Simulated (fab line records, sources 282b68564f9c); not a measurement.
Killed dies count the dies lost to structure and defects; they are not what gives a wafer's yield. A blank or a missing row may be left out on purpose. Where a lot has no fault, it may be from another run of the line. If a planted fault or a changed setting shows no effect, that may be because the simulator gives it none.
The tool behind it: which one? || flow rit-cmos || Sampling: 7 lots, 21 wafers, 2 of 202 route steps

== WHAT EACH GAUGE READ, for each wafer ==
RIT_SPACER_THK_MEAS_04.
{"lot": "L685", "measured": "day 3 03:28", "on": "film-metro-04", "SPACER_NITRIDE_THK (nm)": "249.8 248.9 249.0"}
{"lot": "L687", "measured": "day 3 13:23", "on": "film-metro-02", "SPACER_NITRIDE_THK (nm)": "249.6 250.3 251.7"}
{"lot": "L689", "measured": "day 3 22:19", "on": "film-metro-04", "SPACER_NITRIDE_THK (nm)": "254.3 252.6 254.5"}
{"lot": "L692", "measured": "day 4 14:26", "on": "film-metro-02", "SPACER_NITRIDE_THK (nm)": "249.1 250.4 251.2"}
{"lot": "L694", "measured": "day 4 23:32", "on": "film-metro-04", "SPACER_NITRIDE_THK (nm)": "249.7 250.5 251.3"}
{"lot": "L697", "measured": "day 5 14:29", "on": "film-metro-02", "SPACER_NITRIDE_THK (nm)": "251.2 250.9 251.6"}
{"lot": "L699", "measured": "day 6 00:02", "on": "film-metro-02", "SPACER_NITRIDE_THK (nm)": "337.0 338.5 337.3"}

== WHICH TOOL RAN EACH LOT (tool, then ch and the chambers of the sampled wafers, then the start) ==
{"lot": "L685", "RIT_SPACER_CVD_03": "lpcvd-01 ch 1, day 3 01:33"}
{"lot": "L687", "RIT_SPACER_CVD_03": "lpcvd-02 ch 0, day 3 11:28"}
{"lot": "L689", "RIT_SPACER_CVD_03": "lpcvd-01 ch 1, day 3 20:23"}
{"lot": "L692", "RIT_SPACER_CVD_03": "lpcvd-01 ch 1, day 4 12:31"}
{"lot": "L694", "RIT_SPACER_CVD_03": "lpcvd-02 ch 0, day 4 21:37"}
{"lot": "L697", "RIT_SPACER_CVD_03": "lpcvd-02 ch 0, day 5 12:32"}
{"lot": "L699", "RIT_SPACER_CVD_03": "lpcvd-01 ch 0, day 5 22:06"}
- RIT_SPACER_CVD_03: deposits Si3N4 from SiH2Cl2/NH3, target thk 250 nm, time 3300 s.

== THE ANSWER, worked out from the rows above alone ==
Rule: the usual values come from the lots themselves. The widest of any qualifying gaps counts: lots, ordered by their means at a reading, are off when they make up no more than a third of the lots, leave a main group of 4 or more, and stand apart from it by 3 or more times the standard deviation of that group's means. Not used: any main group whose means are identical at the precision the tables above print for the reading. Also off: a lot with no number at a reading for which 4 or more lots have one. The other lots that the step has rows for count as sound.
Off: at RIT_SPACER_THK_MEAS_04 (SPACER_NITRIDE_THK), L699. Main group: mean 250.9 nm, sd 1.4.
If a tool, at a process step before that reading, ran all the lots that are off and no sound lot after the first of them, it fits. Gauges at RIT_SPACER_THK_MEAS_04: tried the same way as those tools. Undecided on this evidence; 2 tools fit (lpcvd-01 at RIT_SPACER_CVD_03, film-metro-02 at RIT_SPACER_THK_MEAS_04).

== WHAT HAD BEEN PUT IN BY THE SIMULATOR ==
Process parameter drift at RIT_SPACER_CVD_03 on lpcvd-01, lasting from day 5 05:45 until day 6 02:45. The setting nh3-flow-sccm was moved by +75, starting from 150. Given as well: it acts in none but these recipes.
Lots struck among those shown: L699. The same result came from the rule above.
